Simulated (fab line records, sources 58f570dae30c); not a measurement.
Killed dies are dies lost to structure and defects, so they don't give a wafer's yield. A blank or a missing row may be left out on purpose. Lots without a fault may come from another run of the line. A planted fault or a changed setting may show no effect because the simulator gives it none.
One fault seen from 2 desks | flow berkeley_cmos170 | each desk has only its own numbers; what lay behind them comes last

THE TOOL OWNER'S DESK: pvd_sputter-02
The tool's own readings at UCB170_SILICIDE_SPUTTER_01 (material Ti, target thk 30 nm, time 24.56 s): means of the sampled wafers that have a number, for each lot that ran on this tool. A lot is out of limits, marked OUT, if its mean lies more than 4 standard deviations from the usual mean; the brackets give that distance.
Columns: A = throttle_valve_pct at UCB170_SILICIDE_SPUTTER_01, usual 30.2 %
lot  | first seen here | A
L551 | day 6 14:21     | 28.6
L552 | day 7 03:20     | 30.3
L555 | day 7 10:14     | 30.5
L557 | day 7 23:40     | 30.4
L568 | day 10 04:56    | 28.7
L573 | day 11 04:09    | 30.5
This desk's finding: nothing out of limits on any of the 6 lots.

THE METROLOGY DESK
What the gauges read, lot by lot, whatever tool the lot ran on: means of the sampled wafers that have a number. A lot is out of limits, marked OUT, if its mean lies more than 4 standard deviations from the usual mean; the brackets give that distance.
Columns: A = NWELL_TW at UCB170_NWELL_TW_MEAS_16, usual 1253; B = PSD_TW at UCB170_PSD_TW_MEAS_10, usual 2324; C = SILICIDE_TI_RS at UCB170_SILICIDE_RS_MEAS_02, usual 26.5 ohm/sq; D = SILICIDE_TI_THK at UCB170_SILICIDE_THK_MEAS_03, usual 29.5 nm
lot  | first seen here | A    | B    | C               | D
L551 | day 2 06:41     | 1242 | 2332 | 26.5            | 29.5
L552 | day 2 11:33     | 1265 | 2298 | 26.2            | 29.7
L555 | day 3 01:16     | 1253 | 2340 | 23.8 (-6.2) OUT | 32.9 (+7.7) OUT
L554 | day 3 01:30     | 1258 | 2300 | 27.0            | 29.0
L557 | day 3 12:22     | 1248 | 2330 | 23.8 (-6.2) OUT | 32.7 (+7.3) OUT
L563 | day 4 12:21     | 1261 | 2341 | 26.7            | 29.2
L564 | day 4 19:52     | 1258 | 2333 | 26.2            | 29.5
L565 | day 5 05:01     | 1257 | 2332 | 26.3            | 29.7
L566 | day 5 11:14     | 1240 | 2328 | 26.8            | 28.9
L568 | day 5 20:40     | 1255 | 2337 | 26.3            | 29.6
L571 | day 6 13:54     | 1256 | 2343 | 27.0            | 28.8
L572 | day 6 16:32     | 1262 | 2343 | 26.6            | 29.2
L573 | day 6 19:29     | 1263 | 2319 | 26.4            | 29.7
L574 | day 7 03:47     | 1238 | 2313 | 26.3            | 29.6
This desk's finding: out of limits on L555, L557; first on L555, day 7 10:17 (SILICIDE_TI_RS at UCB170_SILICIDE_RS_MEAS_02). In limits: L551, L552, L554, L563, L564, L565, L566, L568, L571, L572, L573, L574.

PUT TOGETHER
The metrology desk could have raised an alarm at day 7 10:17, on L555, L557.
The tool owner's desk saw nothing out of limits.
The tool owner's desk has L555, L557 on record, within its limits.
Of the lots named, all ran UCB170_SILICIDE_SPUTTER_01 on pvd_sputter-02.

WHAT THE SIMULATOR HAD PUT IN
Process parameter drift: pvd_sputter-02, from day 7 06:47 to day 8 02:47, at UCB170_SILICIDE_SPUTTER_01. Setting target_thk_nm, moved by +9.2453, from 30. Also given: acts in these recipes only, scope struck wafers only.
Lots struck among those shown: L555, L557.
Hours from the fault's start to each desk's first reading out of limits: the metrology desk, 3.
